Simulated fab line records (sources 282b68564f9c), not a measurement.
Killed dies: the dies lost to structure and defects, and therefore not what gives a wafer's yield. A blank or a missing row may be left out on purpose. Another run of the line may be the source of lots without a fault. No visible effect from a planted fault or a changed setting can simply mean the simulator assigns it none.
fab line records	flow rit_cmos
[record] lots = 14	wafers = 42	last_day = 8
route steps=202 shown ACTIVE@2 SILICIDE@162 M1@202
lots that met no fault: from a run of the same line without faults
start_h: hours from the record's first day to the start of the lot's first wafer shown	wait_h: how many hours have passed since the lot's step before this one	" same as the row above	L1.1+2: a row that stands for several wafers	- value missing, or start not given	* or withheld: withheld	< > ~ a bound
route shown NAME@n: names a module that has steps shown in the file, with the first one's number in the route	usual: the fault-free wafers' mean and standard deviation	same: alike in all rows	chamber/n: place in a boat	sites: each site's reading	_std_site: standard deviation across them	_edge_site: the outer-site mean with the inner-site mean subtracted	radius_mm: for every site, how far away it sits from the centre of the wafer	mask NAME#n: copy n	behind: the most recent tool/chamber to have shaped the wafer	hold: reason for holding the lot/hours on hold/outcome of the hold	device: the n, p or np transistor that did not switch	end of line: tests run on the same wafers once the route is complete	for a step that has no rows: nothing shown but its recipe	killed: count of dies lost to structure and defects at first sort (not the wafer's yield)	map: per-die view of a wafer (x killed, . not killed, _ where there is no die)
set.NAME: the setting as run; set.NAME@STEP: as run at that earlier step	model.NAME: the simulator's own value behind a step, which no gauge read
route steps across a sampled set of lots; one table per step, one row per wafer
services: when a tool's chamber went out of use (start_h, in hours from the record's first day, below 0 if earlier), for how many hours, and the reason
[[steps]]
[step RIT_ACTIVE_OXIDATION_01]
[recipe] temp_c = 1000	ambient = O2	target_thk_a = 468	ox_time_s = 3360
lot.wafer	tool	chamber	start_h	wait_h
L639.3+5+6	furnace-01	0	11.09	1.0
L641.1+4+5	furnace-04	0	21.56	1.5
L642.2+3+5	furnace-04	0	26.37	1.3
L643.1+4+6	furnace-04	0	32.26	2.2
L644.1+3+5	furnace-03	0	35.83	0.8
L645.1+2+4	furnace-03	0	41.47	1.4
L646.1+3+6	furnace-01	0	47.04	2.0
L647.1+2+4	furnace-01	0	53.08	3.1
L650.1+3+6	furnace-03	0	67.32	2.3
L651.1+3+4	furnace-03	0	70.33	0.3
L654.1+4+5	furnace-04	0	85.12	0.1
L657.3+4+5	furnace-04	0	100.95	0.9
L660.2+5+6	furnace-01	0	118.49	3.4
L662.1+2+3	furnace-01	0	125.50	0.5
[step RIT_ACTIVE_THK_MEAS_02]
[recipe] reads = SiO2_of_ACTIVE_OXIDATION_01
[usual] ACTIVE_OXIDE_THK = 46.7/0.76
lot.wafer	tool	chamber	start_h	wait_h	ACTIVE_OXIDE_THK[nm]
L639.3	film_metro-02	-	13.05	0.0	47.1
L639.5	"	-	"	"	47.2
L639.6	"	-	"	"	47.6
L641.1	film_metro-02	-	23.50	0.0	47.3
L641.4	"	-	"	"	47.4
L641.5	"	-	"	"	47.2
L642.2	film_metro-01	-	28.32	0.0	47.8
L642.3	"	-	"	"	47.5
L642.5	"	-	"	"	47.3
L643.1	film_metro-01	-	34.19	0.0	47.7
L643.4	"	-	"	"	46.8
L643.6	"	-	"	"	46.7
L644.1	film_metro-02	-	37.77	0.0	47.4
L644.3	"	-	"	"	46.6
L644.5	"	-	"	"	47.7
L645.1	film_metro-02	-	43.40	0.0	46.7
L645.2	"	-	"	"	46.5
L645.4	"	-	"	"	45.8
L646.1	film_metro-04	-	48.97	0.0	47.0
L646.3	"	-	"	"	46.7
L646.6	"	-	"	"	46.4
L647.1	film_metro-02	-	55.02	0.0	47.8
L647.2	"	-	"	"	46.9
L647.4	"	-	"	"	48.1
L650.1	film_metro-02	-	69.25	0.0	28.4
L650.3	"	-	"	"	29.4
L650.6	"	-	"	"	29.0
L651.1	film_metro-04	-	72.26	0.0	29.2
L651.3	"	-	"	"	29.0
L651.4	"	-	"	"	28.4
L654.1	film_metro-01	-	87.05	0.0	46.7
L654.4	"	-	"	"	46.7
L654.5	"	-	"	"	46.7
L657.3	film_metro-01	-	102.91	0.0	46.6
L657.4	"	-	"	"	47.7
L657.5	"	-	"	"	47.5
L660.2	film_metro-01	-	120.43	0.0	47.0
L660.5	"	-	"	"	45.9
L660.6	"	-	"	"	46.6
L662.1	film_metro-01	-	127.44	0.0	46.7
L662.2	"	-	"	"	47.1
L662.3	"	-	"	"	46.1
[step RIT_SILICIDE_SPUTTER_01]
[recipe] material = Ti	target_thk_nm = 30	power_w = 350	chamber_pressure_pa = 0.667	gas = Ar	time_s = 240	substrate_temp_c = 25
[usual] throttle_valve_pct = 29.8/0.95
lot.wafer	tool	chamber	start_h	wait_h	throttle_valve_pct
L639.3	pvd_sputter-01	-	62.55	0.0	28.6
L639.5	"	-	"	"	28.3
L639.6	"	-	"	"	31.1
L641.1	pvd_sputter-01	-	74.35	0.0	30.9
L641.4	"	-	"	"	28.3
L641.5	"	-	"	"	29.3
L642.2	pvd_sputter-03	-	77.45	0.0	29.9
L642.3	"	-	"	"	30.6
L642.5	"	-	"	"	29.1
L643.1	pvd_sputter-04	-	78.04	0.0	31.3
L643.4	"	-	"	"	28.6
L643.6	"	-	"	"	30.6
L644.1	pvd_sputter-03	-	85.67	0.0	30.5
L644.3	"	-	"	"	28.8
L644.5	"	-	"	"	30.5
L645.1	pvd_sputter-01	-	88.83	0.0	31.3
L645.2	"	-	"	"	29.3
L645.4	"	-	"	"	30.7
L646.1	pvd_sputter-03	-	94.43	0.0	29.9
L646.3	"	-	"	"	28.8
L646.6	"	-	"	"	29.0
L647.1	pvd_sputter-01	-	101.02	0.0	31.2
L647.2	"	-	"	"	28.7
L647.4	"	-	"	"	30.7
L650.1	pvd_sputter-03	-	114.34	0.0	30.0
L650.3	"	-	"	"	28.8
L650.6	"	-	"	"	28.7
L651.1	pvd_sputter-04	-	116.41	0.0	30.4
L651.3	"	-	"	"	30.4
L651.4	"	-	"	"	31.2
L654.1	pvd_sputter-03	-	134.14	0.0	29.0
L654.4	"	-	"	"	29.8
L654.5	"	-	"	"	29.3
L657.3	pvd_sputter-01	-	151.98	0.0	28.3
L657.4	"	-	"	"	31.1
L657.5	"	-	"	"	30.6
L660.2	pvd_sputter-03	-	163.04	0.0	30.2
L660.5	"	-	"	"	29.0
L660.6	"	-	"	"	29.7
L662.1	pvd_sputter-03	-	174.42	0.0	30.5
L662.2	"	-	"	"	29.7
L662.3	"	-	"	"	28.8
[step RIT_SILICIDE_RS_MEAS_02]
[recipe] thk_meas_gauge = four-point-probe	reads = Ti_of_SILICIDE_SPUTTER_01
[usual] SILICIDE_TI_RS = 48.0/0.57
lot.wafer	tool	chamber	start_h	wait_h	SILICIDE_TI_RS[ohm/sq]
L639.3	film_metro-04	-	62.74	0.1	49.1
L639.5	"	-	"	"	48.2
L639.6	"	-	"	"	47.8
L641.1	film_metro-04	-	74.50	0.1	47.1
L641.4	"	-	"	"	47.4
L641.5	"	-	"	"	47.2
L642.2	film_metro-03	-	77.62	0.1	48.6
L642.3	"	-	"	"	48.2
L642.5	"	-	"	"	48.4
L643.1	film_metro-02	-	78.19	0.1	48.0
L643.4	"	-	"	"	48.1
L643.6	"	-	"	"	48.0
L644.1	film_metro-03	-	85.82	0.1	47.9
L644.3	"	-	"	"	47.3
L644.5	"	-	"	"	47.8
L645.1	film_metro-02	-	88.98	0.1	46.7
L645.2	"	-	"	"	47.2
L645.4	"	-	"	"	47.2
L646.1	film_metro-02	-	94.58	0.1	47.6
L646.3	"	-	"	"	47.5
L646.6	"	-	"	"	48.1
L647.1	film_metro-02	-	101.17	0.1	47.6
L647.2	"	-	"	"	48.2
L647.4	"	-	"	"	47.6
L650.1	film_metro-04	-	114.51	0.1	48.0
L650.3	"	-	"	"	47.6
L650.6	"	-	"	"	48.1
L651.1	film_metro-03	-	116.56	0.1	48.8
L651.3	"	-	"	"	48.4
L651.4	"	-	"	"	48.3
L654.1	film_metro-03	-	134.29	0.1	49.1
L654.4	"	-	"	"	49.6
L654.5	"	-	"	"	49.3
L657.3	film_metro-03	-	152.17	0.1	47.3
L657.4	"	-	"	"	47.4
L657.5	"	-	"	"	47.5
L660.2	film_metro-04	-	163.21	0.1	47.2
L660.5	"	-	"	"	47.5
L660.6	"	-	"	"	47.8
L662.1	film_metro-04	-	174.57	0.1	47.6
L662.2	"	-	"	"	47.3
L662.3	"	-	"	"	47.6
[step RIT_SILICIDE_THK_MEAS_03]
[recipe] thk_meas_gauge = xrf	reads = Ti_of_SILICIDE_SPUTTER_01
[usual] SILICIDE_TI_THK = 30.20/0.28
lot.wafer	tool	chamber	start_h	wait_h	SILICIDE_TI_THK[nm]
L639.3	film_metro-04	-	62.84	0.1	29.94
L639.5	"	-	"	"	30.36
L639.6	"	-	"	"	30.44
L641.1	film_metro-04	-	74.62	0.1	30.66
L641.4	"	-	"	"	30.51
L641.5	"	-	"	"	30.52
L642.2	film_metro-03	-	77.73	0.1	29.86
L642.3	"	-	"	"	30.19
L642.5	"	-	"	"	30.01
L643.1	film_metro-02	-	78.31	0.1	30.18
L643.4	"	-	"	"	29.96
L643.6	"	-	"	"	30.08
L644.1	film_metro-03	-	85.94	0.1	30.31
L644.3	"	-	"	"	30.54
L644.5	"	-	"	"	30.32
L645.1	film_metro-02	-	89.10	0.1	30.75
L645.2	"	-	"	"	30.58
L645.4	"	-	"	"	30.45
L646.1	film_metro-02	-	94.70	0.1	30.26
L646.3	"	-	"	"	30.40
L646.6	"	-	"	"	30.11
L647.1	film_metro-02	-	101.29	0.1	30.23
L647.2	"	-	"	"	30.03
L647.4	"	-	"	"	30.30
L650.1	film_metro-04	-	114.63	0.1	30.20
L650.3	"	-	"	"	30.34
L650.6	"	-	"	"	30.11
L651.1	film_metro-03	-	116.68	0.1	29.69
L651.3	"	-	"	"	30.07
L651.4	"	-	"	"	30.01
L654.1	film_metro-03	-	134.41	0.1	29.57
L654.4	"	-	"	"	29.47
L654.5	"	-	"	"	29.55
L657.3	film_metro-03	-	152.27	0.1	30.53
L657.4	"	-	"	"	30.35
L657.5	"	-	"	"	30.35
L660.2	film_metro-04	-	163.32	0.1	30.72
L660.5	"	-	"	"	30.41
L660.6	"	-	"	"	30.46
L662.1	film_metro-04	-	174.69	0.1	30.35
L662.2	"	-	"	"	30.76
L662.3	"	-	"	"	30.37
[step RIT_M1_PROBE_99]
[usual] killed_at_contacts = 0.1/0.27	killed_at_front_end = 6.5/2.8	killed_dies = 6.6/2.8	killed_open = 3.5/2	killed_short = 3.2/1.8
[same] gross_dies = 264	killed_at_M0_to_M3 = 0	killed_at_M4_up = 0	killed_at_back_side = 0	killed_at_other = 0
lot.wafer	tool	chamber	start_h	wait_h	killed_at_contacts	killed_at_front_end	killed_dies	killed_open	killed_short
L651.1	prober-02	-	123.27	0.1	0	7	7	3	4
L651.3	prober-02	-	123.37	0.2	0	3	3	1	2
L651.4	prober-02	-	123.42	0.2	0	8	8	2	6
L657.3	prober-01	-	159.06	0.2	1	4	5	2	3
L657.4	prober-01	-	159.11	0.2	0	14	14	8	6
L657.5	prober-01	-	159.16	0.2	0	2	2	1	1
// killed by level:class
L651.1 REOX:geometric_particle:short=2 SPACER:geometric_particle:short=2 SILICIDE:geometric_particle:open=2 GATE:geometric_particle:open=1
L651.3 REOX:geometric_particle:open=1 SPACER:geometric_particle:short=1 SILICIDE:geometric_particle:short=1
L651.4 SILICIDE:geometric_particle:short=3 REOX:geometric_particle:short=2 GATE:geometric_particle:open=1 SPACER:geometric_particle:short=1 SILICIDE:geometric_particle:open=1
L657.3 GATE:geometric_particle:short=1 GATE:geometric_particle:open=1 REOX:geometric_particle:open=1 SILICIDE:geometric_particle:short=1 CONTACT:geometric_particle:short=1
L657.4 GATE:geometric_particle:open=3 GATE:geometric_particle:short=3 SILICIDE:geometric_particle:open=3 REOX:geometric_particle:open=2 FOX2:geometric_particle:short=1 REOX:geometric_particle:short=1 SILICIDE:geometric_particle:short=1
L657.5 GATE:geometric_particle:open=1 SILICIDE:geometric_particle:short=1
[[services]]
tool	chamber	start_h	hours	kind
furnace-04	-	-12.27	1.5	pm
pvd_sputter-04	-	-6.62	3.4	repair
furnace-03	-	1.71	3.1	pm
furnace-01	-	14.34	4.0	pm
pvd_sputter-04	-	23.82	1.7	repair
furnace-01	-	25.38	3.6	pm
pvd_sputter-04	-	68.71	3.1	repair
pvd_sputter-01	-	93.47	4.7	repair
furnace-01	-	105.04	13.4	pm
furnace-04	-	142.22	4.1	pm
pvd_sputter-01	-	147.13	0.9	repair
[[key]]
[first_sign] step = RIT_ACTIVE_THK_MEAS_02	reading = ACTIVE_OXIDE_THK	direction = down	sigmas = 23	usual = 46.7	struck = 28.9
effect none on later readings
met_at RIT_ACTIVE_OXIDATION_01
struck_lots L650,L651
tester_left_out L650,L651
not_acting_at RIT_SILICIDE_SPUTTER_01,RIT_SILICIDE_RS_MEAS_02,RIT_SILICIDE_THK_MEAS_03
[fault] kind = process_parameter_drift	tool = furnace-03	chamber = -	onset_h = 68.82	steps = RIT_ACTIVE_OXIDATION_01	channel = ox_time_s	offset = *	shape = step	end_h = 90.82	acts_in = *	stated = *
// tester_left_out: of these lots the tester's yield and bins aren't shown, on N5 and GAA mostly nor the transistor test; their killed dies are dies lost to structure and defects alone, not to doping, threshold or leakage, so they don't give the yield
